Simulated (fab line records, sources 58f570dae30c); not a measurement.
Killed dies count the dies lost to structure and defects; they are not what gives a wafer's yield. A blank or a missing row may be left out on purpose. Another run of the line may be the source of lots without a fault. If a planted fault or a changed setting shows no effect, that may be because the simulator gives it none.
Chamber matching | flow berkeleyCmos170 | UCB170_ZERO_ETCH_06 on rieDiel-04: 4 sister chambers
The step etches SiO2 in CHF3/CF4/Ar, time 12 s. 14 wafers are shown with their chamber, then 7 later ones without.

## WAFERS, EACH WITH ITS CHAMBER
wafer  | chamber | throttleValvePct (%) | drypumpMotorCurrentA (A) | oesProductAu (a.u.)
L081.1 | 3       | 9.20                 | 6.0                      | 0.631
L081.4 | 0       | 9.01                 | 6.1                      | 0.623
L081.5 | 0       | 9.00                 | 6.1                      | 0.621
L084.1 | 0       | 8.98                 | 6.1                      | 0.626
L084.4 | 3       | 9.21                 | 6.0                      | 0.632
L084.5 | 1       | 8.99                 | 5.3                      | 0.612
L086.2 | 2       | 9.38                 | 5.8                      | 0.610
L086.3 | 3       | 9.22                 | 6.0                      | 0.625
L086.4 | 1       | 8.97                 | 5.2                      | 0.620
L088.1 | 2       | 9.39                 | 5.9                      | 0.604
L088.2 | 1       | 8.96                 | 5.2                      | 0.617
L088.6 | 0       | 8.99                 | 6.1                      | 0.618
L091.1 | 2       | 9.40                 | 5.9                      | 0.614
L091.3 | 0       | 9.01                 | 6.1                      | 0.629

SIGNATURES, as means of the wafers listed above
reading              | chamber 0 | chamber 1 | chamber 2 | chamber 3 | scatter within a chamber
throttleValvePct     | 8.9980    | 8.9733    | 9.3900    | 9.2100    | 0.0124
drypumpMotorCurrentA | 6.100     | 5.233     | 5.867     | 6.000     | 0.0365
oesProductAu         | 0.62340   | 0.61633   | 0.60933   | 0.62933   | 0.0043
Rule: a wafer's distance from a chamber is the root of the sum, over the readings, of the square of ((its reading less the chamber's mean) divided by the reading's scatter). The wafer belongs to the nearest chamber; if the next one is less than 2 further off, it can't be placed. The scatter is the square root of a quotient: the sum, over the shown wafers, of each reading's squared deviation from its chamber's mean, divided by wafers minus chambers.

## WAFERS WITHOUT THEIR CHAMBER
wafer  | throttleValvePct (%) | drypumpMotorCurrentA (A) | oesProductAu (a.u.)
L091.4 | 9.21                 | 5.9                      | 0.625
L094.3 | 8.97                 | 5.2                      | 0.614
L094.5 | 9.20                 | 5.9                      | 0.628
L094.6 | 9.39                 | 5.8                      | 0.604
L096.2 | 8.97                 | 5.2                      | 0.618
L096.3 | 9.00                 | 6.1                      | 0.623
L096.4 | 9.00                 | 6.1                      | 0.623

## CHAMBER TAKEN BY EACH
wafer  | from the rows above | in truth
L091.4 | 3                   | 3
L094.3 | 1                   | 1
L094.5 | 3                   | 3
L094.6 | 2                   | 2
L096.2 | 1                   | 1
L096.3 | 0                   | 0
L096.4 | 0                   | 0
Placed correctly: 7 of 7. Can't be placed from these rows: 0. Placed wrongly: 0.
